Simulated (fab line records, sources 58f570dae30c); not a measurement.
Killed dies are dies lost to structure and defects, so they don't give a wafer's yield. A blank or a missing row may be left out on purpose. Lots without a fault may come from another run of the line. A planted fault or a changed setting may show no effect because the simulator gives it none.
Problem report in the 8D (eight disciplines) form, filled by code | flow berkeley_cmos170 | the parts of the form that need people (team, actions taken, sign-off) are left out

1. THE PROBLEM
ACTIVE_NITRIDE_THK at UCB170_ACTIVE_THK_MEAS_06 reads a mean of 274.8 nm on 9 wafers of 3 lots; wafers without a fault read 220.6 nm with a standard deviation of 2.7. That is +20 standard deviations from the usual mean.
First seen on wafer L870.1, day 7 13:29, on film_metro-01. The record holds 45 wafers of 15 lots with a number at this step. Rule for "out", or "out of limits": more than 4 standard deviations from the usual mean. The other wafers with a number count as sound.

2. WHAT IT IS AND WHAT IT IS NOT
question                    | is                                          | is not
which readings at this step | ACTIVE_NITRIDE_THK                          | -
which lots                  | L870, L871, L872                            | L855, L856, L857, L858, L859, L860, L861, L862, L863, L864, L865, L866
which wafers of those lots  | all that have a number                      | -
read on which gauges        | film_metro-01, film_metro-02, film_metro-03 | -
when                        | from day 7 13:29                            | up to then (36 sound wafers)

3. SUSPECTS, AND WHAT RULES EACH OUT
Counting: a tool at a process step up to the reading stays a suspect if it ran every lot that is out and no sound lot after the first of them.
- the gauge at UCB170_ACTIVE_THK_MEAS_06: ruled out. The wafers that are out were read on 3 gauges (film_metro-01, film_metro-02, film_metro-03).
- lpcvd-01 at UCB170_ACTIVE_CVD_05 (deposits Si3N4 from SiH2Cl2/NH3, target thk 220 nm, time 3300 s): kept. It ran every lot that is out, first L870 (day 7 11:34), and no sound lot after that; its last sound lot up to then is L863 (day 6 02:34).
Left after counting: lpcvd-01 at UCB170_ACTIVE_CVD_05.

4. THE CAUSE (what the simulator had put in)
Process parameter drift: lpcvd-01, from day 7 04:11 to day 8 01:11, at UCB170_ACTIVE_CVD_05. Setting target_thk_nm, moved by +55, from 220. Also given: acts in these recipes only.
Counting left only this tool.

5. THE CHAIN OF EFFECTS, in route order
Each row: a reading whose mean over the struck wafers that have a number lies more than 3 standard deviations from the usual. Only readings for which the record gives a usual standard deviation are gone through. hours: the time from each lot's start at the first step in this table that gives one to its start at this step, as a median over the lots. sigmas: the change in usual standard deviations.
hours | step                      | reading            | usual      | on struck wafers | change | sigmas
0     | UCB170_ACTIVE_THK_MEAS_06 | ACTIVE_NITRIDE_THK | 220.6 nm   | 274.8            | +54.2  | +20
3     | UCB170_ACTIVE_ETCH_15     | oes_product_au     | 0.949 a.u. | 1.003            | +0.054 | +3.6
The process steps in it:
- UCB170_ACTIVE_ETCH_15: etches Si3N4 in CH3F/Ar/O2, stops on SiO2, target depth 242 nm, time 151 s.

6. WHAT WOULD HAVE CAUGHT IT SOONER
In this record the first reading out of limits at a measuring or inspecting step was taken at day 7 13:29, 9 hours after the fault began at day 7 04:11.
Of the tool readings at UCB170_ACTIVE_CVD_05 for which the record gives a usual standard deviation, none was out on any struck wafer, so an alarm limit of 4 standard deviations on them would not have fired.
All the lots that are out (3) had begun UCB170_ACTIVE_CVD_05 on lpcvd-01 by day 7 13:29. A hold on the tool at that time would have spared none of them.
